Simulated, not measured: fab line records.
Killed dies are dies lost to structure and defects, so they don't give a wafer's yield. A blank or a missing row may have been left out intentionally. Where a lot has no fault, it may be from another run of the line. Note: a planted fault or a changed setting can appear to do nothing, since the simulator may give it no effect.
Which of the tools did it? / flow berkeley cmos170 / 15 lots, 45 wafers sampled, at 4 steps of a route of 331

## WHAT EACH GAUGE READ, for each wafer
UCB170_WELLDRIVE_THK_MEAS_02.
lot=L536; measured=day 4 07:13; on=film metro-03; WELLDRIVE_OXIDE_THK (nm)=206 204 205
lot=L537; measured=day 4 07:13; on=film metro-02; WELLDRIVE_OXIDE_THK (nm)=196 197 195
lot=L540; measured=day 4 21:26; on=film metro-04; WELLDRIVE_OXIDE_THK (nm)=201 198 197
lot=L538; measured=day 4 21:27; on=film metro-02; WELLDRIVE_OXIDE_THK (nm)=195 196 197
lot=L541; measured=day 5 07:20; on=film metro-02; WELLDRIVE_OXIDE_THK (nm)=200 199 202
lot=L542; measured=day 5 07:21; on=film metro-04; WELLDRIVE_OXIDE_THK (nm)=205 201 199
lot=L543; measured=day 5 17:51; on=film metro-04; WELLDRIVE_OXIDE_THK (nm)=199 198 198
lot=L544; measured=day 5 17:52; on=film metro-02; WELLDRIVE_OXIDE_THK (nm)=205 200 202
lot=L545; measured=day 6 00:03; on=film metro-03; WELLDRIVE_OXIDE_THK (nm)=208 202 206
lot=L548; measured=day 6 10:50; on=film metro-03; WELLDRIVE_OXIDE_THK (nm)=201 203 200
lot=L551; measured=day 7 00:27; on=film metro-03; WELLDRIVE_OXIDE_THK (nm)=201 201 201
lot=L553; measured=day 7 12:59; on=film metro-02; WELLDRIVE_OXIDE_THK (nm)=203 203 204
lot=L552; measured=day 7 13:00; on=film metro-03; WELLDRIVE_OXIDE_THK (nm)=203 202 200
lot=L555; measured=day 7 23:49; on=film metro-03; WELLDRIVE_OXIDE_THK (nm)=196 197 195
lot=L557; measured=day 8 08:20; on=film metro-03; WELLDRIVE_OXIDE_THK (nm)=196 199 200

UCB170_PLDD_OVL_MEAS_07.
lot=L536; measured=day 7 16:38; on=overlay-01; PLDD_OVL (nm)=-3 -10 -1
lot=L537; measured=day 7 16:48; on=overlay-02; PLDD_OVL (nm)=3 4 6
lot=L540; measured=day 8 07:49; on=overlay-02; PLDD_OVL (nm)=4 -2 3
lot=L538; measured=day 8 07:32; on=overlay-02; PLDD_OVL (nm)=-5 -7 -5
lot=L541; measured=day 8 15:15; on=overlay-01; PLDD_OVL (nm)=2 2 -6
lot=L542; measured=day 8 15:38; on=overlay-02; PLDD_OVL (nm)=5 2 2
lot=L543; measured=day 8 22:03; on=overlay-01; PLDD_OVL (nm)=-1 2 0
lot=L544; measured=day 8 21:44; on=overlay-01; PLDD_OVL (nm)=8 11 4
lot=L545; measured=day 8 21:46; on=overlay-02; PLDD_OVL (nm)=-5 -8 -10
lot=L548; measured=day 9 21:57; on=overlay-01; PLDD_OVL (nm)=3 -6 0
lot=L551; measured=day 10 14:53; on=overlay-01; PLDD_OVL (nm)=9 3 5
lot=L553; measured=day 11 02:19; on=overlay-02; PLDD_OVL (nm)=311 312 302 312 314 303
lot=L552; measured=day 11 02:22; on=overlay-01; PLDD_OVL (nm)=314 313 312 315 314 313
lot=L555; measured=day 11 18:20; on=overlay-02; PLDD_OVL (nm)=-7 -6 -14
lot=L557; measured=day 11 18:52; on=overlay-01; PLDD_OVL (nm)=321 309 317 322 310 317

## WHAT TOOL EACH LOT RAN ON (gives the tool, then ch and the chambers of the sampled wafers, and finally the start)
lot=L536; UCB170_GATE_ETCH_14=rie diel-02 ch 1,3, day 7 14:35; UCB170_PLDD_EXPOSE_03=krf scanner-02 ch 0, day 7 15:47
lot=L537; UCB170_GATE_ETCH_14=rie diel-01 ch 0,1,3, day 7 14:51; UCB170_PLDD_EXPOSE_03=krf scanner-02 ch 0, day 7 16:08
lot=L540; UCB170_GATE_ETCH_14=rie diel-01 ch 0,1,2, day 8 05:55; UCB170_PLDD_EXPOSE_03=krf scanner-01 ch 0, day 8 07:17
lot=L538; UCB170_GATE_ETCH_14=rie diel-04 ch 0,1,2, day 8 05:38; UCB170_PLDD_EXPOSE_03=krf scanner-02 ch 0, day 8 06:59
lot=L541; UCB170_GATE_ETCH_14=rie diel-02 ch 0,1,2, day 8 13:35; UCB170_PLDD_EXPOSE_03=krf scanner-02 ch 0, day 8 14:44
lot=L542; UCB170_GATE_ETCH_14=rie diel-01 ch 0,1, day 8 13:50; UCB170_PLDD_EXPOSE_03=krf scanner-01 ch 0, day 8 15:09
lot=L543; UCB170_GATE_ETCH_14=rie diel-02 ch 0,3, day 8 19:15; UCB170_PLDD_EXPOSE_03=krf scanner-01 ch 0, day 8 21:26
lot=L544; UCB170_GATE_ETCH_14=rie diel-04 ch 0,1,3, day 8 18:59; UCB170_PLDD_EXPOSE_03=krf scanner-01 ch 0, day 8 20:51
lot=L545; UCB170_GATE_ETCH_14=rie diel-01 ch 0,2, day 8 19:06; UCB170_PLDD_EXPOSE_03=krf scanner-02 ch 0, day 8 21:11
lot=L548; UCB170_GATE_ETCH_14=rie diel-01 ch 0,1,2, day 9 19:18; UCB170_PLDD_EXPOSE_03=krf scanner-01 ch 0, day 9 21:27
lot=L551; UCB170_GATE_ETCH_14=rie diel-02 ch 1,2,3, day 10 13:17; UCB170_PLDD_EXPOSE_03=krf scanner-02 ch 0, day 10 14:22
lot=L553; UCB170_GATE_ETCH_14=rie diel-02 ch 2,3, day 11 00:20; UCB170_PLDD_EXPOSE_03=krf scanner-01 ch 0, day 11 01:23
lot=L552; UCB170_GATE_ETCH_14=rie diel-01 ch 0,3, day 11 00:34; UCB170_PLDD_EXPOSE_03=krf scanner-01 ch 0, day 11 01:32
lot=L555; UCB170_GATE_ETCH_14=rie diel-02 ch 0,1,3, day 11 14:37; UCB170_PLDD_EXPOSE_03=krf scanner-02 ch 0, day 11 17:38
lot=L557; UCB170_GATE_ETCH_14=rie diel-04 ch 1,2, day 11 14:58; UCB170_PLDD_EXPOSE_03=krf scanner-01 ch 0, day 11 18:05
- UCB170_GATE_ETCH_14: etches BARC in N2/H2.
- UCB170_PLDD_EXPOSE_03: exposes mask PSELECT, target cd 1200 nm.

## AS READ BY THE TOOLS THEMSELVES (means over the sampled wafers that have a number; for cases with no such wafer, the mark the record gives instead)
UCB170_GATE_ETCH_14.
lot=L536; tool=rie diel-02; bias w (W)=100.1; drypump motor current A (A)=5.94; h2 flow sccm (sccm)=200.1; oes product au (a.u.)=1.008; throttle valve pct (%)=13.13
lot=L537; tool=rie diel-01; bias w (W)=100.2; drypump motor current A (A)=5.94; h2 flow sccm (sccm)=199.4; oes product au (a.u.)=1.008; throttle valve pct (%)=13.45
lot=L540; tool=rie diel-01; bias w (W)=100.4; drypump motor current A (A)=5.97; h2 flow sccm (sccm)=200.3; oes product au (a.u.)=0.993; throttle valve pct (%)=13.42
lot=L538; tool=rie diel-04; bias w (W)=100.1; drypump motor current A (A)=6.05; h2 flow sccm (sccm)=200.3; oes product au (a.u.)=0.996; throttle valve pct (%)=13.36
lot=L541; tool=rie diel-02; bias w (W)=99.9; drypump motor current A (A)=5.86; h2 flow sccm (sccm)=200.1; oes product au (a.u.)=1.005; throttle valve pct (%)=13.24
lot=L542; tool=rie diel-01; bias w (W)=99.8; drypump motor current A (A)=5.81; h2 flow sccm (sccm)=199.5; oes product au (a.u.)=0.984; throttle valve pct (%)=13.58
lot=L543; tool=rie diel-02; bias w (W)=99.9; drypump motor current A (A)=5.91; h2 flow sccm (sccm)=200.4; oes product au (a.u.)=1.001; throttle valve pct (%)=13.07
lot=L544; tool=rie diel-04; bias w (W)=99.7; drypump motor current A (A)=5.85; h2 flow sccm (sccm)=200.3; oes product au (a.u.)=0.981; throttle valve pct (%)=13.34
lot=L545; tool=rie diel-01; bias w (W)=100.0; drypump motor current A (A)=5.87; h2 flow sccm (sccm)=200.3; oes product au (a.u.)=0.990; throttle valve pct (%)=13.40
lot=L548; tool=rie diel-01; bias w (W)=100.1; drypump motor current A (A)=5.98; h2 flow sccm (sccm)=200.0; oes product au (a.u.)=0.989; throttle valve pct (%)=13.42
lot=L551; tool=rie diel-02; bias w (W)=100.2; drypump motor current A (A)=5.93; h2 flow sccm (sccm)=200.0; oes product au (a.u.)=1.000; throttle valve pct (%)=13.29
lot=L553; tool=rie diel-02; bias w (W)=99.9; drypump motor current A (A)=5.97; h2 flow sccm (sccm)=200.4; oes product au (a.u.)=0.994; throttle valve pct (%)=13.41
lot=L552; tool=rie diel-01; bias w (W)=99.9; drypump motor current A (A)=5.65; h2 flow sccm (sccm)=200.0; oes product au (a.u.)=0.998; throttle valve pct (%)=13.59
lot=L555; tool=rie diel-02; bias w (W)=100.0; drypump motor current A (A)=5.86; h2 flow sccm (sccm)=200.4; oes product au (a.u.)=0.998; throttle valve pct (%)=13.10
lot=L557; tool=rie diel-04; bias w (W)=100.2; drypump motor current A (A)=6.02; h2 flow sccm (sccm)=199.7; oes product au (a.u.)=0.991; throttle valve pct (%)=13.40

## THE ANSWER, worked out from the rows above alone
Rule: the lots themselves supply what counts as usual. Put in order of their means at a reading, lots are off if they are a third of the lots or fewer, leave a main group of 4 or more, and stand apart from it by a gap of 3 or more times the standard deviation of the main group's means; of several such gaps the widest counts. The tables above print the reading to a certain number of digits; a main group whose means all agree to those digits is not used. Also off: a lot with no number at a reading for which 4 or more lots have one. The other lots that the step has rows for count as sound. After the gauges, taken in route order, come the tools' own readings; for these a lot's mean is taken, as printed above. At the first step where some lot is off, the reading lying furthest off is the one used; lots without a number count as furthest.
Off: L553, L552, L557, at UCB170_PLDD_OVL_MEAS_07 (PLDD_OVL). Mean -0 nm and standard deviation 5.1 in the main group.
If a tool, at a process step before that reading, ran all the lots that are off and no sound lot after the first of them, it fits. The gauges at UCB170_PLDD_OVL_MEAS_07 are tried like those tools. One candidate fits, namely krf scanner-01 at UCB170_PLDD_EXPOSE_03. A fault onset in the window from L548 (day 9 21:27, its last sound lot) to L553 (day 11 01:23, its first lot off) fits.

## WHAT THE SIMULATOR HAD PUT IN
Scanner matching overlay: krf scanner-01, from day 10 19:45 on, at UCB170_PLDD_EXPOSE_03. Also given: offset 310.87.
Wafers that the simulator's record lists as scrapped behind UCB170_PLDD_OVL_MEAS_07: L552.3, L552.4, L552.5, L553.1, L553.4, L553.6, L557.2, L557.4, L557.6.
Lots struck among those shown: L553, L552, L557. This agrees with what the rule above found.
